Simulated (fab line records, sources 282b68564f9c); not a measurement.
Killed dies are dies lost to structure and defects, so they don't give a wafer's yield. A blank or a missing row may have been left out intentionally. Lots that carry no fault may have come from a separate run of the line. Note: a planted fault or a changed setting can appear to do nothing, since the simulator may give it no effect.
Lot-split experiment -- flow rit cmos -- route with 202 steps; 5 lots, 23 wafers read

THE SPLIT ITSELF
At RIT_NLDD_IMPLANT_08, the setting dose cm2 was moved away from the recipe's 5e+14 on 7 of the 23 wafers read, by -5.2% to +7.4%. The other wafers ran this setting at the recipe's value.

FROM THE SPLIT TO THE READING: what the file shows between them, 9 steps
- RIT_NLDD_STRIP_09: strips in O2, time 180 s
- RIT_NLDD_TW_MEAS_10
- RIT_PLDD_IMPLANT_08 (also split here: tilt deg)
- RIT_NSD_HARDBAKE_07: time 60 s (also split here: temp c)
- RIT_PSD_SOFTBAKE_02: time 60 s (also split here: temp c)
- RIT_PSD_EXPOSE_03: exposes mask M10, target cd 40900 nm
- RIT_PSD_PEB_04
- RIT_PSD_DEVELOP_05: develop time 50 s
- RIT_PSD_HARDBAKE_07: time 60 s

THE READING
NLDD_RS (ohm/sq), read at RIT_SDANNEAL_RS_MEAS_07 with a four-point probe. A value of 151.5 ohm/sq with a standard deviation of 0.67 ohm/sq is what fault-free wafers of this fab line usually give.

wafer,"tool, chamber at the split",dose cm2 as run,against the recipe,"NLDD_RS, ohm/sq",against lot-mates on the recipe
L078.1,"implanter-03, 0",5e+14,recipe,151.6,-
L078.2,"implanter-03, 0",5e+14,recipe,151.2,-
L078.3,"implanter-03, 0",4.742e+14,-5.2%,158.0,+6.8
L078.5,"implanter-03, 0",5e+14,recipe,150.9,-
L078.6,"implanter-03, 0",4.742e+14,-5.2%,158.0,+6.8
L079.1,"implanter-02, 0",5.37e+14,+7.4%,143.6,-8.6
L079.2,"implanter-02, 0",5.37e+14,+7.4%,143.5,-8.7
L079.4,"implanter-02, 0",5e+14,recipe,152.4,-
L079.5,"implanter-02, 0",5e+14,recipe,151.9,-
L079.6,"implanter-02, 0",5e+14,recipe,152.3,-
L080.1,"implanter-03, 0",5.31e+14,+6.2%,143.2,-7.3
L080.2,"implanter-03, 0",5e+14,recipe,150.6,-
L080.3,"implanter-03, 0",5.31e+14,+6.2%,143.3,-7.2
L080.4,"implanter-03, 0",5e+14,recipe,150.4,-
L080.5,"implanter-03, 0",5.31e+14,+6.2%,143.7,-6.8
L083.1,"implanter-04, 0",5e+14,recipe,151.0,-
L083.2,"implanter-04, 0",5e+14,recipe,151.2,-
L083.3,"implanter-04, 0",5e+14,recipe,151.3,-
L083.4,"implanter-04, 0",5e+14,recipe,151.5,-
L083.6,"implanter-04, 0",5e+14,recipe,150.7,-
L084.1,"implanter-02, 0",5e+14,recipe,151.9,-
L084.4,"implanter-02, 0",5e+14,recipe,151.5,-
L084.6,"implanter-02, 0",5e+14,recipe,152.2,-

FIT RESULTS
A straight line over all 23 wafers: NLDD_RS changes by -1.2 ohm/sq for each +1% of dose cm2; r = -0.99; the points scatter about the line by 0.66 ohm/sq.
The same after taking each lot's own level away (the mean of its wafers on the recipe; 23 wafers): -1.2 ohm/sq for each +1%; r = -1.00; scatter 0.31 ohm/sq.
Per that fit: largest dose cm2 move, reading shift of 8.8 ohm/sq.
Across the lots, their own levels run from 150.50 to 152.20 ohm/sq, a range of 2.5 times the standard deviation given above.
The two slopes agree, so the slope changes little with the lot-to-lot level.
Check: for one of the wafers moved furthest among these (+7.4%), held out of the fit, the line's prediction against its lot-mates is -8.77 ohm/sq. It came out at -8.6 ohm/sq against them.

OTHER SPLITS APPLIED TO THESE WAFERS
These wafers also went through other splits before the reading. Each is held against what the fit with the lots' levels taken away leaves over:
other split on the same wafers,wafers away from the commonest value,r with NLDD_RS (lot level and that fit taken away)
RIT_GATE_OXIDATION_05 temp c,15,-0.30
RIT_GATE_COAT_11 spin rpm,5,-0.08
RIT_REOX_OXIDATION_03 ox time s,18,+0.15
RIT_PLDD_IMPLANT_08 tilt deg,7,+0.25
RIT_NSD_HARDBAKE_07 temp c,7,-0.11
RIT_PSD_SOFTBAKE_02 temp c,8,-0.21

THE WHOLE CHAIN: every reading that the file lists as answering this split, in the file's order
step,what it does,reading,change (the file's fit),r (the file's)
RIT_NLDD_TW_MEAS_10,,NLDD_TW,+6.58 for each +1% of the setting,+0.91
RIT_SDANNEAL_RS_MEAS_07,measures by four-point-probe,NLDD_RS,-1.19 for each +1% of the setting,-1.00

THE FILE'S OWN FIT
NLDD_RS changes by -1.19 ohm/sq for each +1% of dose cm2, r = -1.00.
